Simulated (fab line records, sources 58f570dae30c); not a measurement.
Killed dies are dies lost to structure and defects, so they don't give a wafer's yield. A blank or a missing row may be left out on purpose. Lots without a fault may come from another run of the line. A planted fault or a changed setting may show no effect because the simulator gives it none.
Which tool did it? | flow berkeley_cmos170 | 14 lots, 42 wafers sampled, at 3 steps of a route of 331

WHAT THE GAUGES READ, wafer by wafer
UCB170_V2_THK_MEAS_04.
lot  | measured     | on            | V2_POLISHED_THK (nm)
L435 | day 9 06:02  | film_metro-04 | 1002.0 1001.0 999.9
L436 | day 9 06:58  | film_metro-04 | 1001.2 1000.7 998.0
L437 | day 9 07:14  | film_metro-04 | 1001.9 1001.0 1001.1
L438 | day 9 05:09  | film_metro-04 | 999.8 999.4 999.7
L440 | day 9 13:48  | film_metro-02 | 999.6 999.3 1001.1
L443 | day 9 22:00  | film_metro-02 | 1001.8 1001.1 1000.1
L444 | day 10 10:15 | film_metro-01 | 1000.0 1001.1 1001.0
L450 | day 11 03:15 | film_metro-02 | 1000.2 1000.1 1000.0
L452 | day 12 04:30 | film_metro-02 | 1000.9 1001.1 1000.4
L453 | day 12 06:56 | film_metro-01 | 1001.8 1000.2 999.9
L454 | day 12 07:14 | film_metro-01 | 1000.0 1001.7 999.2
L455 | day 12 05:46 | film_metro-01 | 1001.6 1002.5 1001.8
L456 | day 12 23:53 | film_metro-01 | 1002.2 1004.3 1002.4
L457 | day 13 00:29 | film_metro-01 | 998.9 1002.0 999.7

WHICH TOOL RAN EACH LOT (tool, then ch and the chambers of the sampled wafers, then the start)
lot  | UCB170_FIELD_WET_ETCH_05       | UCB170_M2_ETCH_17
L435 | wet_bench-04 ch 0, day 6 03:30 | rie_diel-03 ch 0,2,3, day 9 04:56
L436 | wet_bench-04 ch 2, day 6 03:30 | rie_diel-01 ch 0,1, day 9 05:52
L437 | wet_bench-04 ch 3, day 6 03:30 | rie_diel-03 ch 0,2,3, day 9 06:09
L438 | wet_bench-04 ch 0, day 6 03:30 | rie_diel-02 ch 1,3, day 9 04:04
L440 | wet_bench-04 ch 3, day 6 10:05 | rie_diel-02 ch 0,2,3, day 9 12:43
L443 | wet_bench-04 ch 0, day 7 02:03 | rie_diel-02 ch 0,2,3, day 9 20:55
L444 | wet_bench-04 ch 3, day 7 09:09 | rie_diel-01 ch 0,2,3, day 10 09:10
L450 | wet_bench-04 ch 2, day 8 02:52 | rie_diel-01 ch 0,2, day 11 02:10
L452 | wet_bench-04 ch 2, day 9 03:24 | rie_diel-03 ch 1,2,3, day 12 03:13
L453 | wet_bench-04 ch 2, day 9 03:24 | rie_diel-02 ch 0,1,3, day 12 05:49
L454 | wet_bench-03 ch 3, day 9 08:32 | rie_diel-03 ch 0,2,3, day 12 05:44
L455 | wet_bench-03 ch 2, day 9 08:32 | rie_diel-02 ch 0,3, day 12 04:40
L456 | wet_bench-04 ch 0, day 9 20:10 | rie_diel-01 ch 1,2,3, day 12 22:47
L457 | wet_bench-04 ch 3, day 9 20:10 | rie_diel-03 ch 0,1,3, day 12 23:23
- UCB170_FIELD_WET_ETCH_05: etches Si3N4 in H3PO4, time 12600 s.
- UCB170_M2_ETCH_17: etches BARC in N2/H2.

WHAT THE TOOLS THEMSELVES READ (means of the sampled wafers that have a number; where no wafer has one, the mark that the record gives instead)
UCB170_FIELD_WET_ETCH_05.
lot  | tool         | run_length_s (s)
L435 | wet_bench-04 | 12625
L436 | wet_bench-04 | 12625
L437 | wet_bench-04 | 12626
L438 | wet_bench-04 | 12625
L440 | wet_bench-04 | 12626
L443 | wet_bench-04 | 12625
L444 | wet_bench-04 | 12627
L450 | wet_bench-04 | 12625
L452 | wet_bench-04 | 20185
L453 | wet_bench-04 | 20186
L454 | wet_bench-03 | 12624
L455 | wet_bench-03 | 12627
L456 | wet_bench-04 | 12627
L457 | wet_bench-04 | 12627

UCB170_M2_ETCH_17.
lot  | tool        | chamber_pressure_mTorr (mTorr) | drypump_motor_current_A (A) | oes_product_au (a.u.) | throttle_valve_pct (%)
L435 | rie_diel-03 | 30.040                         | 5.9                         | 0.995                 | 13.33
L436 | rie_diel-01 | 30.001                         | 5.3                         | 1.029                 | 13.28
L437 | rie_diel-03 | 30.000                         | 5.9                         | 1.005                 | 13.33
L438 | rie_diel-02 | 30.002                         | 5.7                         | 1.002                 | 13.37
L440 | rie_diel-02 | 30.004                         | 6.0                         | 1.008                 | 13.26
L443 | rie_diel-02 | 30.000                         | 6.0                         | 1.007                 | 13.26
L444 | rie_diel-01 | 29.980                         | 6.1                         | 1.010                 | 13.17
L450 | rie_diel-01 | 29.999                         | 5.7                         | 1.014                 | 13.01
L452 | rie_diel-03 | 30.025                         | 5.9                         | 0.981                 | 13.42
L453 | rie_diel-02 | 29.991                         | 5.5                         | 0.991                 | 13.31
L454 | rie_diel-03 | 30.017                         | 5.9                         | 0.998                 | 13.36
L455 | rie_diel-02 | 29.989                         | 5.9                         | 0.995                 | 13.25
L456 | rie_diel-01 | 30.020                         | 6.0                         | 1.022                 | 13.33
L457 | rie_diel-03 | 29.987                         | 5.9                         | 0.986                 | 13.35

THE ANSWER, worked out from the rows above alone
Rule: what is usual is taken from the lots themselves. Put in order of their means at a reading, lots are off if they are a third of the lots or fewer, leave a main group of 4 or more, and stand apart from it by a gap of 3 or more times the standard deviation of the main group's means; of several such gaps the widest counts. A main group whose means are all the same, to the digits that the tables above print for the reading, isn't used. A lot without any number at a reading at which 4 lots or more have one is off too. The other lots that the step has rows for count as sound. The gauges are gone through in route order, then the tools' own readings, and for those a lot's mean is taken as printed above. The first step at which some lot is off is used, and at that step the reading that is off furthest; a lot without a number counts as furthest.
Off: L452, L453, at UCB170_FIELD_WET_ETCH_05 (run_length_s). The main group: mean 12626 s, standard deviation 1.
A tool fits if, at that step or a process step before it, it ran every lot that is off, and no sound lot after the first of them. None of those tried fits.

WHAT THE SIMULATOR HAD PUT IN
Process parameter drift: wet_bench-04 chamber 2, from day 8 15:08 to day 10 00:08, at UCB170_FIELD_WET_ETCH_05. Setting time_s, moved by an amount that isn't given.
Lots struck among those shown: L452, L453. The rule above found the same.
